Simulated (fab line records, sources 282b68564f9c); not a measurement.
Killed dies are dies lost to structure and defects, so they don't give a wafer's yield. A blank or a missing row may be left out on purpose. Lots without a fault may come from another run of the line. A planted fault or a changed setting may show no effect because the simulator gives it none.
Split-lot experiment | flow rit_cmos | 5 lots, 23 wafers read, on a route of 202 steps

THE SPLIT
At RIT_ACTIVE_OXIDATION_01 (target thk 46.8 nm, ox time 3360 s), the setting ox_time_s was moved away from the recipe's 3360 s on 15 of the 23 wafers read, by -11.5% to +13.8%. The other wafers ran this setting at the recipe's value.

The file shows no step between the split and the reading.

THE READING
ACTIVE_OXIDE_THK, in nm, at RIT_ACTIVE_THK_MEAS_02. Fault-free wafers of this fab line usually give 46.5 nm, standard deviation 0.68 nm.

wafer  | tool, chamber at the split | ox_time_s as run, s | against the recipe | ACTIVE_OXIDE_THK, nm | against lot-mates on the recipe
L076.1 | -, -                       | 3825                | +13.8%             | 50.1                 | no lot-mate on the recipe
L076.2 | -, -                       | 3825                | +13.8%             | 50.2                 | no lot-mate on the recipe
L076.4 | -, -                       | 3825                | +13.8%             | 50.6                 | no lot-mate on the recipe
L076.5 | -, -                       | 3825                | +13.8%             | 49.8                 | no lot-mate on the recipe
L076.6 | -, -                       | 3825                | +13.8%             | 50.2                 | no lot-mate on the recipe
L079.2 | -, -                       | 2975                | -11.5%             | 42.8                 | no lot-mate on the recipe
L079.3 | -, -                       | 2975                | -11.5%             | 42.8                 | no lot-mate on the recipe
L079.4 | -, -                       | 2975                | -11.5%             | 42.9                 | no lot-mate on the recipe
L079.5 | -, -                       | 2975                | -11.5%             | 43.2                 | no lot-mate on the recipe
L079.6 | -, -                       | 2975                | -11.5%             | 42.6                 | no lot-mate on the recipe
L080.1 | -, -                       | 3360                | recipe             | 45.2                 | -
L080.3 | -, -                       | 3360                | recipe             | 46.0                 | -
L080.4 | -, -                       | 3360                | recipe             | 45.5                 | -
L080.5 | -, -                       | 3360                | recipe             | 45.7                 | -
L080.6 | -, -                       | 3360                | recipe             | 45.5                 | -
L083.1 | furnace-01, 0              | 3360                | recipe             | 46.5                 | -
L083.3 | furnace-01, 0              | 3360                | recipe             | 46.8                 | -
L083.5 | furnace-01, 0              | 3360                | recipe             | 46.9                 | -
L085.1 | -, -                       | 3179                | -5.4%              | 46.2                 | no lot-mate on the recipe
L085.2 | -, -                       | 3179                | -5.4%              | 45.6                 | no lot-mate on the recipe
L085.3 | -, -                       | 3179                | -5.4%              | 45.7                 | no lot-mate on the recipe
L085.4 | -, -                       | 3179                | -5.4%              | 45.3                 | no lot-mate on the recipe
L085.5 | -, -                       | 3179                | -5.4%              | 45.8                 | no lot-mate on the recipe

THE FIT
A straight line over all 23 wafers: ACTIVE_OXIDE_THK changes by +0.274 nm for each +1% of ox_time_s; r = +0.97; the points scatter about the line by 0.65 nm.
Too few moved wafers have a lot-mate on the recipe to fit a line with each lot's own level taken away.

THE WHOLE CHAIN: every reading that the file lists as answering this split, in the file's order
step                    | what it does                                            | reading                                                                             | change (the file's fit)               | r (the file's)
RIT_ACTIVE_OXIDATION_01 | target thk 46.8 nm, ox time 3360 s                      | SiO2_of_ACTIVE_OXIDATION_01.thk_nm (the simulator's own value, which no gauge read) | +0.273 nm for each +1% of the setting | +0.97
RIT_ACTIVE_THK_MEAS_02  |                                                         | ACTIVE_OXIDE_THK                                                                    | +0.273 for each +1% of the setting    | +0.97
RIT_FOX2_WET_ETCH_03    | etches Si3N4 in H3PO4, target depth 195 nm, time 2700 s | SiO2_of_ACTIVE_OXIDATION_01.thk_nm (the simulator's own value, which no gauge read) | +0.231 nm for each +1% of the setting | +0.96

THE FILE'S OWN FIT
ACTIVE_OXIDE_THK changes by +0.273 nm for each +1% of ox_time_s, r = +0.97.
